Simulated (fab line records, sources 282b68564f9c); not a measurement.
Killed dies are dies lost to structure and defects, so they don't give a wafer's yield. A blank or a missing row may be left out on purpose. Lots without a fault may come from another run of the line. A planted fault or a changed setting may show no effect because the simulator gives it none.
fab line records | flow rit_cmos
record lots=14 wafers=42 last_day=7
route steps=202 shown PWELL@45 PRETRO@73 GATE@84 NSD@141 M1@202
lots that met no fault: from a run of the same line without faults
start_h: hours from the record's first day to the start of the lot's first wafer shown | wait_h: hours since the lot's step before | " the same as in the row above | L1.1+2: a row that stands for several wafers | - no value, or no start given | * or withheld: withheld | < > ~ a bound
route shown NAME@n: a module of which the file shows steps, and the number in the route of the first | usual: mean/standard deviation of fault-free wafers | same: alike in all rows | chamber/n: place in a boat | sites: the reading at each site | _std_site: their standard deviation | _edge_site: outer sites' mean less inner sites' | radius_mm: how far each site lies from the wafer's centre | mask NAME#n: copy n | behind: the tool/chamber that last shaped the wafer | hold: why the lot was held/for how many hours/how that ended | device: the transistor (n, p or np) that didn't switch | end of line: the same wafers' tests at the end of the route | a step without rows: its recipe alone | killed: dies lost to structure and defects at the first sort, not the wafer's yield | map: a wafer's dies, x killed, . not, _ none there
set.NAME: the setting as run; set.NAME@STEP: as run at that earlier step | model.NAME: the simulator's own value behind a step, which no gauge read
steps of the route over a sample of lots; a table a step, a row a wafer
services: from which hour (start_h, from the record's first day; less than 0 if before it) a tool's chamber was out of use, for how many hours, and why
## steps
# step RIT_PWELL_OVL_MEAS_06
# usual PWELL_OVL=0.4/0.96
# columns lot.wafer tool chamber start_h wait_h PWELL_OVL[nm]
L894.1 overlay-01 - 23.44 - 2.1
L894.2 " - " " 0.0
L894.5 " - " " 1.7
L895.3 overlay-02 - 28.29 - -1.4
L895.4 " - " " 0.4
L895.5 " - " " 0.4
L898.1 overlay-01 - 42.62 - 0.6
L898.4 " - " " 0.4
L898.5 " - " " 0.0
L899.1 overlay-02 - 49.13 - -0.9
L899.2 " - " " 0.2
L899.5 " - " " -0.2
L904.1 overlay-02 - 76.79 - -1.4
L904.4 " - " " -2.4
L904.6 " - " " -0.4
L906.4 overlay-01 - 85.35 - -0.9
L906.5 " - " " 0.5
L906.6 " - " " -0.8
L907.1 overlay-02 - 88.26 - 1.0
L907.4 " - " " 1.6
L907.6 " - " " 0.1
L908.4 overlay-01 - 95.08 - 0.4
L908.5 " - " " 0.7
L908.6 " - " " 1.4
L909.1 overlay-02 - 98.04 - 0.1
L909.5 " - " " 1.7
L909.6 " - " " 1.0
L910.1 overlay-01 - 102.98 - 0.6
L910.3 " - " " -0.9
L910.5 " - " " -1.1
L911.2 overlay-01 - 109.75 - -0.1
L911.3 " - " " -0.1
L911.6 " - " " 0.0
L913.2 overlay-01 - 118.94 - 0.6
L913.3 " - " " 0.2
L913.4 " - " " -1.0
L914.2 overlay-01 - 122.43 - -0.7
L914.4 " - " " 1.6
L914.5 " - " " 0.0
L915.1 overlay-01 - 132.76 - 0.2
L915.4 " - " " 0.7
L915.5 " - " " 1.2
# step RIT_PRETRO_STRIP_09
# recipe chemistry=O2 time_s=180 resist=NOVOLAK platen_temp_c=withheld power_w=500 pressure_mtorr=4000 o2_flow_sccm=4000
# usual drypump_motor_current_A=5.8/0.55
# columns lot.wafer tool chamber start_h wait_h drypump_motor_current_A rf_hours_counter_h
L894.1 plasma_asher-01 1 33.19 0.1 6.4 39
L894.2 " 0 " " 4.9 39
L894.5 " 1 " " 6.4 -
L895.3 plasma_asher-04 0 38.40 0.1 6.3 -
L895.4 " 1 " " 5.9 -
L895.5 " 1 " " 5.9 -
L898.1 plasma_asher-01 1 52.11 0.1 6.3 41
L898.4 " 0 " " 4.9 -
L898.5 " 0 " " 4.9 -
L899.1 plasma_asher-01 1 58.12 0.1 6.4 41
L899.2 " 0 " " 4.9 41
L899.5 " 0 " " 4.9 -
L904.1 plasma_asher-01 0 85.90 0.1 4.9 44
L904.4 " 0 " " 4.9 -
L904.6 " 0 " " 4.9 -
L906.4 plasma_asher-01 0 94.70 0.1 4.9 -
L906.5 " 0 " " 4.9 -
L906.6 " 1 " " 6.3 -
L907.1 plasma_asher-03 0 98.21 0.1 5.6 45
L907.4 " 1 " " 5.7 -
L907.6 " 1 " " 5.7 -
L908.4 plasma_asher-04 0 104.92 0.1 6.3 -
L908.5 " 1 " " 5.9 -
L908.6 " 0 " " 6.3 -
L909.1 plasma_asher-01 1 107.80 0.1 6.4 46
L909.5 " 0 " " 4.9 -
L909.6 " 1 " " 6.4 -
L910.1 plasma_asher-04 0 113.09 0.1 6.3 34
L910.3 " 1 " " 5.9 -
L910.5 " 0 " " 6.3 -
L911.2 plasma_asher-04 1 119.13 0.1 5.9 35
L911.3 " 0 " " 6.3 -
L911.6 " 1 " " 5.9 -
L913.2 plasma_asher-01 1 128.05 0.1 6.3 49
L913.3 " 1 " " 6.4 -
L913.4 " 0 " " 4.9 -
L914.2 plasma_asher-03 1 133.56 0.1 5.7 48
L914.4 " 1 " " 5.7 -
L914.5 " 0 " " 5.6 -
L915.1 plasma_asher-04 1 141.75 0.1 5.9 37
L915.4 " 1 " " 5.9 -
L915.5 " 1 " " 5.9 -
# step RIT_GATE_CVD_08
# recipe material=poly-Si target_thk_nm=250 temp_c=610 precursor=SiH4 time_s=2220 pressure_mtorr=312.2 sih4_flow_sccm=100
# columns lot.wafer tool chamber start_h wait_h
L894.1+2+5 lpcvd-01 0 36.43 1.2
L895.3+4+5 lpcvd-02 0 42.11 0.0
L898.1+4+5 lpcvd-02 0 55.19 0.1
L899.1+2+5 lpcvd-02 0 60.53 0.1
L904.1+4+6 lpcvd-01 1 89.75 0.1
L906.4+5+6 lpcvd-01 1 96.74 0.0
L907.1+4+6 lpcvd-02 0 104.92 0.2
L908.4+5+6 lpcvd-01 0 110.63 0.0
L909.1+5+6 lpcvd-02 0 110.88 0.1
L910.1+3+5 lpcvd-02 0 115.42 0.1
L911.2+3+6 lpcvd-02 1 125.25 0.0
L913.2+3+4 lpcvd-01 0 131.64 0.0
L914.2+4+5 lpcvd-01 0 135.69 0.0
L915.1+4+5 lpcvd-01 0 151.21 0.1
# step RIT_GATE_THK_MEAS_09
# recipe reads=poly-Si_of_GATE_CVD_08
# usual GATE_POLY_THK=255.5/2.5
# columns lot.wafer tool chamber start_h wait_h GATE_POLY_THK[nm]
L894.1 film_metro-02 - 38.85 0.0 257.5
L894.2 " - " " 258.3
L894.5 " - " " 260.8
L895.3 film_metro-02 - 43.75 0.0 256.7
L895.4 " - " " 254.9
L895.5 " - " " 254.8
L898.1 film_metro-04 - 56.81 0.0 253.2
L898.4 " - " " 252.9
L898.5 " - " " 252.0
L899.1 film_metro-01 - 62.14 0.0 251.7
L899.2 " - " " 252.0
L899.5 " - " " 252.5
L904.1 film_metro-01 - 91.37 0.0 205.0
L904.4 " - " " 206.6
L904.6 " - " " 206.3
L906.4 film_metro-04 - 98.39 0.0 210.8
L906.5 " - " " 210.5
L906.6 " - " " 208.0
L907.1 film_metro-01 - 106.54 0.0 254.9
L907.4 " - " " 255.1
L907.6 " - " " 254.4
L908.4 film_metro-04 - 112.28 0.0 252.5
L908.5 " - " " 253.2
L908.6 " - " " 253.4
L909.1 film_metro-04 - 112.50 0.0 257.6
L909.5 " - " " 257.4
L909.6 " - " " 256.3
L910.1 film_metro-04 - 117.04 0.0 255.4
L910.3 " - " " 257.4
L910.5 " - " " 255.5
L911.2 film_metro-02 - 126.88 0.0 254.3
L911.3 " - " " 253.8
L911.6 " - " " 254.3
L913.2 film_metro-02 - 133.27 0.0 258.1
L913.3 " - " " 258.5
L913.4 " - " " 259.7
L914.2 film_metro-02 - 137.32 0.0 256.2
L914.4 " - " " 258.1
L914.5 " - " " 256.9
L915.1 film_metro-01 - 152.83 0.0 259.0
L915.4 " - " " 259.1
L915.5 " - " " 259.9
# step RIT_GATE_ETCH_19
# recipe chemistry=SF6/CHF3/O2 time_s=165 SF6_flow_sccm=30 CHF3_flow_sccm=30 O2_flow_sccm=5 target=poly-Si pressure_mtorr=40 rf_w=160 target_depth_a=3125 over_etch_frac=0.25 stop_on=SiO2
# usual O2_flow_sccm=5.001/0.015 drypump_motor_current_A=5.5/0.47 oes_product_au=0.864/0.016 throttle_valve_pct=10.14/0.15
# columns lot.wafer tool chamber start_h wait_h O2_flow_sccm drypump_motor_current_A oes_product_au rf_hours_counter_h throttle_valve_pct
L894.1 rie_si-01 3 40.20 0.1 4.988 5.1 0.854 43 10.15
L894.2 " 0 " " 4.966 5.8 0.895 128 10.15
L894.5 " 0 " " 4.982 5.8 0.893 - 10.14
L895.3 rie_si-02 3 44.95 0.1 4.959 6.2 0.875 79 10.28
L895.4 " 1 " " 4.965 4.9 0.866 88 10.36
L895.5 " 2 " " 4.986 6.0 0.852 - 10.04
L898.1 rie_si-01 2 58.04 0.1 4.982 5.7 0.857 61 9.91
L898.4 " 0 " " 4.994 5.8 0.878 129 10.14
L898.5 " 2 " " 5.009 5.6 0.849 - 9.91
L899.1 rie_si-02 0 63.42 0.1 5.002 4.8 0.861 158 9.95
L899.2 " 3 " " 5.021 6.2 0.865 80 10.29
L899.5 " 0 " " 5.004 4.8 0.873 - 9.96
L904.1 rie_si-01 1 92.70 0.1 4.989 5.4 0.745 0 10.22
L904.4 " 2 " " 5.013 5.7 0.743 61 9.89
L904.6 " 3 " " 4.989 5.1 0.723 - 10.15
L906.4 rie_si-01 1 99.70 0.1 4.963 5.4 0.749 0 10.21
L906.5 " 3 " " 5.009 5.1 0.745 - 10.15
L906.6 " 0 " " 5.002 5.8 0.773 - 10.14
L907.1 rie_si-02 0 108.22 0.1 4.999 4.8 0.836 0 9.95
L907.4 " 3 " " 4.995 6.2 0.879 80 10.27
L907.6 " 1 " " 4.977 5.0 0.882 - 10.35
L908.4 rie_si-01 2 113.56 0.1 4.971 5.6 0.862 61 9.90
L908.5 " 0 " " 4.999 5.8 0.867 - 10.14
L908.6 " 1 " " 4.998 5.5 0.848 - 10.21
L909.1 rie_si-02 1 113.71 0.1 5.022 4.9 0.883 89 10.37
L909.5 " 2 " " 5.018 6.0 0.848 - 10.06
L909.6 " 3 " " 5.000 6.2 0.878 - 10.29
L910.1 rie_si-01 1 118.58 0.1 5.006 5.4 0.856 1 10.22
L910.3 " 0 " " 4.992 5.8 0.889 129 10.14
L910.5 " 1 " " 5.002 5.4 0.866 - 10.23
L911.2 rie_si-02 0 128.08 0.1 5.017 4.8 0.842 0 9.96
L911.3 " 2 " " 5.024 6.0 0.848 0 10.06
L911.6 " 0 " " 5.007 4.8 0.841 - 9.94
L913.2 rie_si-01 2 134.60 0.1 4.998 5.7 0.870 61 9.90
L913.3 " 0 " " 5.000 5.8 0.890 129 10.14
L913.4 " 3 " " 4.997 5.1 0.857 44 10.15
L914.2 rie_si-01 0 138.52 0.1 4.990 5.8 0.889 129 10.13
L914.4 " 3 " " 5.025 5.1 0.851 44 10.15
L914.5 " 0 " " 4.982 5.8 0.887 - 10.16
L915.1 rie_si-02 1 154.04 0.1 4.980 4.9 0.886 89 10.37
L915.4 " 0 " " 4.999 4.8 0.849 0 9.95
L915.5 " 1 " " 5.005 5.0 0.892 - 10.36
# step RIT_NSD_TW_MEAS_10
# usual NSD_TW=3125/19
# columns lot.wafer tool chamber start_h wait_h NSD_TW
L894.1 film_metro-02 - 52.93 0.1 3139
L894.2 " - " " 3125
L894.5 " - " " 3127
L895.3 film_metro-03 - 55.62 0.1 3129
L895.4 " - " " 3137
L895.5 " - " " 3131
L898.1 film_metro-04 - 69.38 0.1 3144
L898.4 " - " " 3148
L898.5 " - " " 3153
L899.1 film_metro-02 - 75.59 0.1 3094
L899.2 " - " " 3127
L899.5 " - " " 3104
L904.1 film_metro-04 - 103.43 0.1 3134
L904.4 " - " " 3129
L904.6 " - " " 3148
L906.4 film_metro-02 - 111.62 0.1 3120
L906.5 " - " " 3114
L906.6 " - " " 3122
L907.1 film_metro-03 - 119.57 0.1 3124
L907.4 " - " " 3137
L907.6 " - " " 3153
L908.4 film_metro-04 - 124.58 0.1 3138
L908.5 " - " " 3132
L908.6 " - " " 3145
L909.1 film_metro-03 - 125.01 0.1 3096
L909.5 " - " " 3124
L909.6 " - " " 3111
L910.1 film_metro-02 - 130.03 0.1 3122
L910.3 " - " " 3118
L910.5 " - " " 3106
L911.2 film_metro-04 - 140.01 0.1 3117
L911.3 " - " " 3131
L911.6 " - " " 3132
L913.2 film_metro-03 - 145.10 0.1 3119
L913.3 " - " " 3129
L913.4 " - " " 3122
L914.2 film_metro-02 - 152.72 0.1 3101
L914.4 " - " " 3108
L914.5 " - " " 3106
L915.1 film_metro-04 - 164.53 0.1 3161
L915.4 " - " " 3167
L915.5 " - " " 3164
# step RIT_M1_PROBE_99
# usual killed_at_contacts=0.1/0.28 killed_at_front_end=7.0/2.9 killed_dies=7.0/2.9 killed_on_rim=1.8/1.4 killed_open=3.4/2.1 killed_short=3.6/1.7
# same gross_dies=264 killed_at_M0_to_M3=0 killed_at_M4_up=0 killed_at_back_side=0 killed_at_other=0
# columns lot.wafer tool chamber start_h wait_h killed_at_contacts killed_at_front_end killed_dies killed_on_rim killed_open killed_short
L895.3 prober-01 - 65.52 0.2 0 14 14 3 7 7
L895.4 prober-01 - 65.57 0.2 1 5 6 3 2 4
L895.5 prober-01 - 65.62 0.2 0 4 4 1 0 4
L904.1 prober-01 - 112.85 0.1 0 56 56 50 0 1
L904.4 prober-01 - 113.00 0.2 0 64 64 55 5 3
L904.6 prober-01 - 113.10 0.2 0 66 66 52 8 2
L906.4 prober-01 - 121.18 0.2 0 65 65 52 3 7
L906.5 prober-01 - 121.23 0.2 0 61 61 54 4 5
L906.6 prober-01 - 121.28 0.2 0 61 61 51 4 7
L907.1 prober-02 - 128.92 0.1 0 3 3 0 1 2
L907.4 prober-02 - 129.07 0.2 1 10 11 4 6 5
L907.6 prober-02 - 129.17 0.2 0 3 3 0 0 3
L908.4 prober-01 - 134.11 0.2 0 5 5 0 2 3
L908.5 prober-01 - 134.16 0.2 0 8 8 1 3 5
L908.6 prober-01 - 134.21 0.2 0 12 12 5 8 4
L910.3 prober-01 - 139.55 0.2 0 5 5 1 1 4
L910.5 prober-01 - 139.65 0.2 0 9 9 2 7 2
L913.2 prober-01 - 155.59 0.1 0 8 8 2 5 3
L913.3 prober-01 - 155.64 0.2 0 7 7 1 3 4
L913.4 prober-01 - 155.69 0.2 0 5 5 2 4 1
L914.2 prober-01 - 162.21 0.1 0 16 16 5 8 8
L914.4 prober-01 - 162.31 0.2 0 6 6 1 3 3
L914.5 prober-01 - 162.36 0.2 0 11 11 3 10 1
L915.1 prober-02 - 174.74 0.1 0 4 4 1 3 1
L915.4 prober-02 - 174.89 0.2 0 7 7 2 6 1
L915.5 prober-02 - 174.94 0.2 0 5 5 0 2 3
# killed by level:class
L895.3 REOX:geometric_particle:open=3 REOX:geometric_particle:short=3 GATE:geometric_particle:short=2 SILICIDE:geometric_particle:open=2 FOX2:geometric_particle:open=1 GATE:geometric_particle:open=1 SPACER:geometric_particle:short=1 SILICIDE:geometric_particle:short=1
L895.4 GATE:geometric_particle:open=2 GATE:geometric_particle:short=1 SPACER:geometric_particle:short=1 SILICIDE:geometric_particle:short=1 CONTACT:geometric_particle:short=1
L895.5 SILICIDE:geometric_particle:short=2 GATE:geometric_particle:short=1 SPACER:geometric_particle:short=1
L904.1 GATE:area_cvd=55 REOX:geometric_particle:short=1
L904.4 GATE:area_cvd=56 FOX2:geometric_particle:open=2 GATE:geometric_particle:open=2 GATE:geometric_particle:short=2 SPACER:geometric_particle:short=1 SPACER:geometric_particle:open=1
L904.6 GATE:area_cvd=56 GATE:geometric_particle:open=5 REOX:geometric_particle:open=2 FOX1:geometric_particle:short=1 GATE:geometric_particle:short=1 SILICIDE:geometric_particle:open=1
L906.4 GATE:area_cvd=55 REOX:geometric_particle:short=3 GATE:geometric_particle:short=2 SILICIDE:geometric_particle:open=2 SPACER:geometric_particle:short=1 GATE:geometric_particle:open=1 SILICIDE:geometric_particle:short=1
L906.5 GATE:area_cvd=52 GATE:geometric_particle:open=3 GATE:geometric_particle:short=2 SILICIDE:geometric_particle:short=2 REOX:geometric_particle:short=1 SILICIDE:geometric_particle:open=1
L906.6 GATE:area_cvd=50 GATE:geometric_particle:short=5 GATE:geometric_particle:open=3 SILICIDE:geometric_particle:short=2 FOX1:geometric_particle:open=1
L907.1 GATE:geometric_particle:open=1 GATE:geometric_particle:short=1 REOX:geometric_particle:short=1
L907.4 SPACER:geometric_particle:open=2 SILICIDE:geometric_particle:short=2 FOX2:geometric_particle:short=1 GATE:geometric_particle:short=1 GATE:geometric_particle:open=1 REOX:geometric_particle:open=1 REOX:geometric_particle:short=1 SILICIDE:geometric_particle:open=1
L907.6 SILICIDE:geometric_particle:short=2 REOX:geometric_particle:short=1
L908.4 GATE:geometric_particle:open=2 FOX2:geometric_particle:short=1 GATE:geometric_particle:short=1 SPACER:geometric_particle:short=1
L908.5 GATE:geometric_particle:short=3 FOX2:geometric_particle:short=2 FOX1:geometric_particle:open=1 FOX2:geometric_particle:open=1 SILICIDE:geometric_particle:open=1
L908.6 GATE:geometric_particle:short=4 FOX2:geometric_particle:open=2 GATE:geometric_particle:open=2 SPACER:geometric_particle:open=2 SILICIDE:geometric_particle:open=2
L910.3 FOX1:geometric_particle:short=1 FOX2:geometric_particle:short=1 GATE:geometric_particle:open=1 SPACER:geometric_particle:short=1 SILICIDE:geometric_particle:short=1
L910.5 GATE:geometric_particle:open=3 FOX2:geometric_particle:open=2 FOX1:geometric_particle:open=1 GATE:geometric_particle:short=1 SPACER:geometric_particle:open=1 SILICIDE:geometric_particle:short=1
L913.2 FOX1:geometric_particle:open=2 FOX2:geometric_particle:open=1 GATE:geometric_particle:short=1 REOX:geometric_particle:short=1 REOX:geometric_particle:open=1 SPACER:geometric_particle:open=1 SILICIDE:geometric_particle:short=1
L913.3 FOX1:geometric_particle:open=2 FOX2:geometric_particle:short=1 REOX:geometric_particle:short=1 SPACER:geometric_particle:short=1 SILICIDE:geometric_particle:short=1 SILICIDE:geometric_particle:open=1
L913.4 SILICIDE:geometric_particle:open=2 FOX1:geometric_particle:short=1 GATE:geometric_particle:open=1 REOX:geometric_particle:open=1
L914.2 GATE:geometric_particle:open=3 FOX1:geometric_particle:short=2 FOX1:geometric_particle:open=2 FOX2:geometric_particle:short=2 GATE:geometric_particle:short=2 REOX:geometric_particle:open=2 SPACER:geometric_particle:short=2 SPACER:geometric_particle:open=1
L914.4 GATE:geometric_particle:short=3 FOX1:geometric_particle:open=1 FOX2:geometric_particle:open=1 GATE:geometric_particle:open=1
L914.5 GATE:geometric_particle:open=6 SPACER:geometric_particle:open=3 GATE:geometric_particle:short=1 SILICIDE:geometric_particle:open=1
L915.1 FOX1:geometric_particle:open=1 FOX2:geometric_particle:open=1 GATE:geometric_particle:open=1 GATE:geometric_particle:short=1
L915.4 GATE:geometric_particle:open=2 SILICIDE:geometric_particle:open=2 FOX1:geometric_particle:short=1 FOX1:geometric_particle:open=1 REOX:geometric_particle:open=1
L915.5 GATE:geometric_particle:short=2 FOX2:geometric_particle:open=1 SILICIDE:geometric_particle:open=1 SILICIDE:geometric_particle:short=1
## services
# columns tool chamber start_h hours kind
rie_si-01 1 21.97 - clean
rie_si-01 1 21.97 18.0 scheduled_down
rie_si-01 1 21.97 18.0 vent_cycle
rie_si-02 - 61.70 0.4 repair
rie_si-02 2 62.36 - clean
rie_si-02 2 62.36 17.9 scheduled_down
rie_si-02 2 62.36 17.9 vent_cycle
rie_si-01 0 76.43 2.1 repair
lpcvd-02 - 77.87 0.9 repair
rie_si-02 0 80.27 - clean
rie_si-02 0 80.27 14.3 scheduled_down
rie_si-02 0 80.27 14.3 vent_cycle
## key
first_sign step=RIT_GATE_THK_MEAS_09 reading=GATE_POLY_THK direction=down sigmas=19 usual=255.5 struck=207.9
effect step=RIT_GATE_ETCH_19 reading=oes_product_au direction=down sigmas=7.5 usual=0.864 struck=0.746
effect step=RIT_M1_PROBE_99 reading=killed_dies direction=up sigmas=19 usual=7.0 struck=62.2
more_kills_born_at RIT_GATE_CVD_08@lpcvd-01=324
met_at RIT_GATE_CVD_08
struck_lots L904,L906
struck_wafers L904.1,L904.4,L904.6,L906.4,L906.5,L906.6
tester_left_out L904,L906
not_acting_at RIT_PWELL_OVL_MEAS_06,RIT_PRETRO_STRIP_09,RIT_NSD_TW_MEAS_10
fault kind=site_profile_drift tool=lpcvd-01 chamber=1 onset_h=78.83 steps=RIT_GATE_CVD_08 basis=fraction max_abs_drift=0.42215 slope_share_per_hr=93.812 site_pattern=0,0,0,0,0,-1,-1,-1,-1
# tester_left_out: of these lots the tester's yield and bins aren't shown, on N5 and GAA mostly nor the transistor test; their killed dies are dies lost to structure and defects alone, not to doping, threshold or leakage, so they don't give the yield
